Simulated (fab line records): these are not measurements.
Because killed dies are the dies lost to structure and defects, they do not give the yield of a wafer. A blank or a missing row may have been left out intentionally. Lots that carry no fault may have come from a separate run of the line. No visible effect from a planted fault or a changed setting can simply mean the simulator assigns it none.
The tool behind it: which one? -- flow berkeley_cmos170 -- 7 lots (21 wafers sampled), 1 step of a 331-step route

WHAT THE GAUGES READ, wafer by wafer
UCB170_START_BOW_MEAS_00.
lot,measured,on,INCOMING_BOW (um)
L800,day 1 20:01,film_metro-02,0 -5 1
L802,day 2 06:00,film_metro-01,14 -5 -7
L805,day 2 21:04,film_metro-03,-1 -2 -7
L808,day 3 12:00,film_metro-01,2 -8 0
L814,day 4 18:01,film_metro-01,8 1 6
L816,day 5 04:01,film_metro-03,-4 -7 -16
L820,day 6 00:00,film_metro-01,0 -8 -3

WHAT TOOL EACH LOT RAN ON (gives the tool, then ch and the chambers of the sampled wafers, and finally the start)
Before these readings, the record contains no process step.

THE ANSWER, worked out from the rows above alone
Rule: what is usual is taken from the lots themselves. The widest of any qualifying gaps counts: lots, ordered by their means at a reading, are off when they make up no more than a third of the lots, leave a main group of 4 or more, and stand apart from it by 3 or more times the standard deviation of that group's means. Not used: any main group whose means are identical at the precision the tables above print for the reading. A lot without any number at a reading at which 4 lots or more have one is off too. Where the step has rows for the other lots, those lots are counted as sound.
Nothing can be told from this: no lot is off at any reading shown.

WHAT WAS PUT IN BY THE SIMULATOR
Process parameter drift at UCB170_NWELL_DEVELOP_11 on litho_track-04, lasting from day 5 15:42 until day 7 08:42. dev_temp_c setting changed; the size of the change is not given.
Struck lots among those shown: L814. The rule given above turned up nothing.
